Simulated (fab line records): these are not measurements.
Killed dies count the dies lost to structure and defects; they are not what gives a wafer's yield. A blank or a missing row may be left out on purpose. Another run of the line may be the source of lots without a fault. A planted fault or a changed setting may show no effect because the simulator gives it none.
fab line records	flow berkeley-cmos170
[record] lots = 15	wafers = 45	last-day = 12
route steps=331 shown CONTACT@234 M2@282 V2@296
lots that met no fault: taken from a fault-free run of the same line
start-h: hours from the record's first day to the start of the lot's first wafer shown	wait-h: hours elapsed since this lot's preceding step	" repeats the value in the row above	L1.1+2: a single row standing in for several wafers	- either no value or no given start	* or withheld: withheld	< > ~ a bound
route shown NAME@n: a module of which the file shows steps, and the number in the route of the first	usual: mean/standard deviation taken from wafers without a fault	same: alike in all rows	chamber/n: place in a boat	sites: the reading at each site	_std_site: the standard deviation of these	_edge_site: inner sites' mean taken away from outer sites' mean	radius-mm: how far each site lies from the wafer's centre	mask NAME#n: copy n	behind: tool/chamber where the wafer was last shaped	hold: cause of the lot's hold/its duration in hours/its outcome	device: transistor that didn't switch, given as n, p or np	end of line: at the end of the route, the tests of the same wafers	for a step that has no rows: nothing shown but its recipe	killed: at the first sort, the dies lost to defects and structure; wafer yield is something else	map: dies across one wafer; x = killed, . = not, _ = none there
set.NAME: setting as actually run; set.NAME@STEP: the setting as run at that earlier step	model.NAME: the simulator's own value behind a step, which no gauge read
a sample of lots followed through the steps of the route, with each step as a table and each wafer as a row
services: a tool's chamber out of use, with start hour (start-h, from the record's first day; less than 0 if before it), hours out, and reason
[[steps]]
[step UCB170_CONTACT_ETCH_18]
[recipe] chemistry = CHF3/CF4/Ar	target = PSG	stop-on = TiSi2	CHF3_flow_sccm = 45	cf4-flow-sccm = 15	Ar_flow_sccm = 150	pressure-mtorr = 200	rf-w = 700	target-depth-a = 8400	over-etch-frac = 0.2	time-s = 195
[usual] drypump-motor-current-A = 5.6/0.49	oes-product-au = 0.893/0.012	throttle-valve-pct = 6.89/0.12
lot.wafer	tool	chamber	start-h	wait-h	drypump-motor-current-A	oes-product-au	rf-hours-counter-h	throttle-valve-pct
L435.1	rie-diel-04	0	-	-	6.8	0.888	21	7.01
L435.2	"	3	"	"	5.5	0.901	94	6.92
L435.5	"	1	"	"	5.0	0.862	-	6.91
L436.2	rie-diel-04	1	-	-	4.9	0.873	146	6.92
L436.3	"	2	"	"	5.6	0.895	71	6.77
L436.4	"	3	"	"	5.5	0.897	95	6.93
L437.2	rie-diel-02	0	-	-	4.8	0.892	16	6.93
L437.3	"	2	"	"	5.5	0.891	106	6.73
L437.6	"	1	"	"	5.7	0.901	-	6.95
L438.1	rie-diel-02	2	-	-	5.5	0.880	106	6.73
L438.4	"	0	"	"	4.8	0.908	16	6.92
L438.5	"	1	"	"	5.8	0.896	-	6.94
L439.2	rie-diel-04	0	-	-	6.7	0.898	21	7.01
L439.3	"	3	"	"	5.5	0.895	95	6.92
L439.5	"	0	"	"	6.8	0.908	-	7.00
L440.2	rie-diel-02	2	-	-	5.5	0.883	107	6.73
L440.3	"	0	"	"	4.8	0.904	17	6.92
L440.6	"	2	"	"	5.5	0.892	-	6.72
L442.1	rie-diel-01	0	-	-	5.7	0.880	74	7.07
L442.5	"	1	"	"	5.9	0.886	-	6.72
L442.6	"	2	"	"	6.0	0.905	-	6.83
L441.4	rie-diel-02	3	-	-	5.9	0.882	27	7.06
L441.5	"	1	"	"	5.7	0.909	-	6.94
L441.6	"	0	"	"	4.8	0.903	-	6.92
L446.2	rie-diel-04	3	-	-	5.5	0.901	98	6.92
L446.3	"	0	"	"	6.7	0.894	24	7.01
L446.5	"	0	"	"	6.7	0.900	-	7.01
L450.1	rie-diel-01	0	-	-	5.6	0.880	75	7.07
L450.3	"	1	"	"	5.8	0.874	27	6.74
L450.4	"	3	"	"	5.1	0.896	91	6.72
L452.3	rie-diel-02	0	-	-	4.8	0.904	19	6.91
L452.5	"	0	"	"	4.8	0.903	-	6.93
L452.6	"	3	"	"	5.9	0.879	-	7.08
L457.3	rie-diel-02	1	-	-	5.7	0.895	5	6.94
L457.5	"	1	"	"	5.7	0.897	-	6.95
L457.6	"	0	"	"	4.9	0.902	-	6.90
L456.4	rie-diel-04	2	-	-	5.6	0.883	76	6.78
L456.5	"	0	"	"	6.8	0.894	-	7.00
L456.6	"	1	"	"	5.0	0.885	-	6.93
L455.1	rie-diel-02	2	-	-	5.5	0.886	109	6.73
L455.2	"	3	"	"	5.9	0.886	29	7.09
L455.6	"	0	"	"	4.8	0.909	-	6.91
L458.1	rie-diel-02	0	-	-	4.8	0.916	21	6.94
L458.4	"	1	"	"	5.7	0.911	6	6.95
L458.5	"	2	"	"	5.5	0.906	-	6.73
[step UCB170_M2_SOFTBAKE_11]
[recipe] resist = KrF	temp-c = 130	time-s = 61.11
[usual] heater-power-total-W = 56.71/0.045	plate-sensor-t-centre-C = 131.41/0.01	plate-sensor-t-edge-C = 131.53/0.0091	softbake-temp-c = 129.96/0.12
lot.wafer	tool	chamber	start-h	wait-h	heater-power-total-W	plate-sensor-t-centre-C	plate-sensor-t-edge-C	softbake-temp-c
L435.1	litho-track-02	0	-	-	56.73	131.4	131.54	130.11
L435.2	"	0	"	"	56.64	131.41	131.54	129.96
L435.5	"	0	"	"	56.73	131.41	131.52	130.12
L436.2	litho-track-03	0	-	-	56.68	131.4	131.53	129.96
L436.3	"	0	"	"	56.66	131.42	131.52	130.03
L436.4	"	0	"	"	56.76	131.41	131.52	130.04
L437.2	litho-track-02	0	-	-	56.70	131.41	131.53	129.90
L437.3	"	0	"	"	56.78	131.4	131.52	129.89
L437.6	"	0	"	"	56.68	131.42	131.53	129.88
L438.1	litho-track-03	0	-	-	56.77	131.39	131.54	130.09
L438.4	"	0	"	"	56.73	131.42	131.52	130.12
L438.5	"	0	"	"	56.73	131.4	131.53	129.93
L439.2	litho-track-02	0	-	-	56.72	131.42	131.52	130.02
L439.3	"	0	"	"	56.78	131.42	131.53	129.80
L439.5	"	0	"	"	56.67	131.42	131.53	129.87
L440.2	litho-track-02	0	-	-	56.67	131.42	131.55	129.82
L440.3	"	0	"	"	56.70	131.41	131.53	129.87
L440.6	"	0	"	"	56.72	131.4	131.52	129.97
L442.1	litho-track-01	0	-	-	56.65	131.42	131.53	130.03
L442.5	"	0	"	"	56.62	131.4	131.53	130.06
L442.6	"	0	"	"	56.73	131.42	131.53	129.93
L441.4	litho-track-02	0	-	-	56.78	131.4	131.53	130.03
L441.5	"	0	"	"	56.66	131.41	131.53	129.93
L441.6	"	0	"	"	56.68	131.39	131.53	129.91
L446.2	litho-track-03	0	-	-	56.73	131.41	131.53	130.05
L446.3	"	0	"	"	56.64	131.41	131.53	130.16
L446.5	"	0	"	"	56.66	131.43	131.52	130.13
L450.1	litho-track-03	0	-	-	56.69	131.4	131.54	129.93
L450.3	"	0	"	"	56.73	131.4	131.55	130.17
L450.4	"	0	"	"	56.74	131.39	131.54	130.10
L452.3	litho-track-01	0	-	-	56.78	131.4	131.55	129.83
L452.5	"	0	"	"	56.67	131.42	131.53	129.94
L452.6	"	0	"	"	56.69	131.4	131.54	129.80
L456.4	litho-track-01	0	-	-	56.72	131.42	131.53	130.07
L456.5	"	0	"	"	56.76	131.41	131.55	130.09
L456.6	"	0	"	"	56.75	131.42	131.53	129.92
L457.3	litho-track-03	0	-	-	56.74	131.4	131.55	129.91
L457.5	"	0	"	"	56.68	131.42	131.53	130.06
L457.6	"	0	"	"	56.69	131.4	131.53	129.94
L455.1	litho-track-02	0	-	-	56.70	131.39	131.53	129.98
L455.2	"	0	"	"	56.76	131.4	131.53	130.08
L455.6	"	0	"	"	56.72	131.41	131.53	130.09
L458.1	litho-track-02	0	-	-	56.69	131.43	131.53	129.96
L458.4	"	0	"	"	56.71	131.4	131.53	129.74
L458.5	"	0	"	"	56.77	131.41	131.53	129.92
[step UCB170_M2_EXPOSE_12]
[recipe] mask-id = METAL2	target-cd-nm = 700	na = 0.5	sigma-outer = 0.6	source-shape = conventional	dose-mj = 26
[usual] exposure-dose-mJ-cm2 = 25.975/0.026	focus-offset-nm = 0.0/0.51
lot.wafer	tool	chamber	start-h	wait-h	mask	exposure-dose-mJ-cm2	focus-offset-nm
L435.1	krf-scanner-02	0	167.89	-	METAL2#0	25.979	-0.5
L435.2	"	0	"	"	METAL2#0	25.985	-0.5
L435.5	"	0	"	"	METAL2#0	26.009	0.4
L436.2	krf-scanner-02	0	175.81	-	METAL2#0	25.949	-0.8
L436.3	"	0	"	"	METAL2#0	25.962	-0.2
L436.4	"	0	"	"	METAL2#0	25.947	0.2
L437.2	krf-scanner-02	0	176.71	-	METAL2#0	26.019	0.4
L437.3	"	0	"	"	METAL2#0	25.998	0.6
L437.6	"	0	"	"	METAL2#0	26.027	-0.4
L438.1	krf-scanner-02	0	178.24	-	METAL2#0	25.982	-0.3
L438.4	"	0	"	"	METAL2#0	26.009	0.0
L438.5	"	0	"	"	METAL2#0	26.003	-0.2
L439.2	krf-scanner-01	0	178.50	-	METAL2#0	25.972	-0.1
L439.3	"	0	"	"	METAL2#0	25.990	-0.2
L439.5	"	0	"	"	METAL2#0	25.957	0.4
L440.2	krf-scanner-02	0	199.30	-	METAL2#0	26.007	-0.3
L440.3	"	0	"	"	METAL2#0	26.007	-0.9
L440.6	"	0	"	"	METAL2#0	25.935	0.5
L442.1	krf-scanner-01	0	208.35	-	METAL2#0	25.965	0.5
L442.5	"	0	"	"	METAL2#0	25.975	-0.4
L442.6	"	0	"	"	METAL2#0	26.042	-0.1
L441.4	krf-scanner-01	0	208.67	-	METAL2#0	25.949	0.4
L441.5	"	0	"	"	METAL2#0	25.961	-0.1
L441.6	"	0	"	"	METAL2#0	25.974	0.0
L446.2	krf-scanner-02	-	229.93	-	METAL2#0	-	-
L446.3	"	-	"	"	METAL2#0	-	-
L446.5	"	-	"	"	METAL2#0	-	-
L450.1	krf-scanner-01	-	242.35	-	METAL2#0	-	-
L450.3	"	-	"	"	METAL2#0	-	-
L450.4	"	-	"	"	METAL2#0	-	-
L452.3	krf-scanner-02	-	254.20	-	METAL2#0	-	-
L452.5	"	-	"	"	METAL2#0	-	-
L452.6	"	-	"	"	METAL2#0	-	-
L456.4	krf-scanner-01	0	267.50	-	METAL2#0	25.974	0.8
L456.5	"	0	"	"	METAL2#0	25.997	0.8
L456.6	"	0	"	"	METAL2#0	25.982	0.2
L457.3	krf-scanner-02	0	267.73	-	METAL2#0	25.995	-0.4
L457.5	"	0	"	"	METAL2#0	25.963	-0.9
L457.6	"	0	"	"	METAL2#0	25.995	-0.9
L455.1	krf-scanner-02	0	268.12	-	METAL2#0	25.971	0.3
L455.2	"	0	"	"	METAL2#0	26.000	-0.4
L455.6	"	0	"	"	METAL2#0	26.010	-0.6
L458.1	krf-scanner-02	0	285.49	-	METAL2#0	25.942	-1.3
L458.4	"	0	"	"	METAL2#0	25.957	-0.1
L458.5	"	0	"	"	METAL2#0	25.949	-0.2
[step UCB170_V2_THK_MEAS_04]
[recipe] reads = SiO2_of_V2_CVD_00
[usual] V2_POLISHED_THK = 999.9/1
lot.wafer	tool	chamber	start-h	wait-h	V2_POLISHED_THK[nm]
L435.1	film-metro-03	-	169.60	0.1	999.6
L435.2	"	-	"	"	999.5
L435.5	"	-	"	"	1000.1
L436.2	film-metro-03	-	177.77	0.1	1000.5
L436.3	"	-	"	"	998.6
L436.4	"	-	"	"	1000.0
L437.2	film-metro-04	-	179.16	0.1	1000.3
L437.3	"	-	"	"	1000.0
L437.6	"	-	"	"	999.7
L438.1	film-metro-04	-	180.24	0.1	998.1
L438.4	"	-	"	"	1000.4
L438.5	"	-	"	"	999.8
L439.2	film-metro-03	-	180.61	0.1	1001.5
L439.3	"	-	"	"	1001.9
L439.5	"	-	"	"	1003.0
L440.2	film-metro-01	-	200.92	0.1	1000.1
L440.3	"	-	"	"	1000.6
L440.6	"	-	"	"	998.7
L442.1	film-metro-03	-	210.46	0.1	1000.9
L442.5	"	-	"	"	999.4
L442.6	"	-	"	"	1000.0
L441.4	film-metro-01	-	210.60	0.1	999.5
L441.5	"	-	"	"	998.4
L441.6	"	-	"	"	1000.7
L456.4	film-metro-03	-	269.82	0.1	999.1
L456.5	"	-	"	"	999.4
L456.6	"	-	"	"	999.2
L457.3	film-metro-04	-	270.08	0.1	1000.8
L457.5	"	-	"	"	999.9
L457.6	"	-	"	"	1000.1
L455.1	film-metro-03	-	270.12	0.1	998.0
L455.2	"	-	"	"	1000.6
L455.6	"	-	"	"	999.1
L458.1	film-metro-04	-	287.12	0.1	1002.4
L458.4	"	-	"	"	1000.3
L458.5	"	-	"	"	1000.4
[[services]]
tool	chamber	start-h	hours	kind
krf-scanner-02	-	133.11	0.8	repair
rie-diel-02	2	139.37	2.4	repair
krf-scanner-02	-	141.38	1.3	pm
rie-diel-02	-	142.58	0.1	repair
rie-diel-02	0	143.66	12.6	repair
krf-scanner-02	-	149.68	1.0	pm
krf-scanner-02	-	156.25	0.3	repair
krf-scanner-01	-	172.36	1.0	pm
rie-diel-04	1	200.40	-	clean
rie-diel-04	1	200.40	25.5	scheduled-down
rie-diel-04	1	200.40	25.5	vent-cycle
rie-diel-01	0	209.05	9.8	repair
krf-scanner-02	-	214.71	3.0	pm
rie-diel-02	-	218.60	14.6	pm
krf-scanner-02	-	231.60	0.8	pm
krf-scanner-02	-	233.50	4.4	pm
krf-scanner-01	-	233.51	2.6	repair
rie-diel-04	0	234.33	7.2	repair
krf-scanner-01	-	278.27	1.3	pm
[[key]]
[first-sign] step = UCB170_M2_EXPOSE_12	reading = tool-record	direction = missing
effect none on later readings
met-at UCB170_M2_EXPOSE_12
struck-lots L446,L450,L452
later-rows-left-out L446.2,L446.3,L446.5,L450.1,L450.3,L450.4,L452.3,L452.5,L452.6
sort-left-out L446.2,L446.3,L446.5,L450.1,L450.3,L450.4,L452.3,L452.5,L452.6
not-acting-at UCB170_CONTACT_ETCH_18,UCB170_M2_SOFTBAKE_11,UCB170_V2_THK_MEAS_04
onset-between 208.67 229.93
[fault] kind = skipped-step-whole	tool = krf-scanner-01,krf-scanner-02	chamber = -	onset-h = 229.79	steps = UCB170_M2_EXPOSE_12	scope = struck-lots-only
// sort-left-out: the simulated sort isn't trusted on such a fault, so these wafers' sort isn't shown, and their yield isn't known
// later-rows-left-out: the simulator's readings of these wafers behind a module that went badly wrong aren't trusted and aren't shown, but for the sort
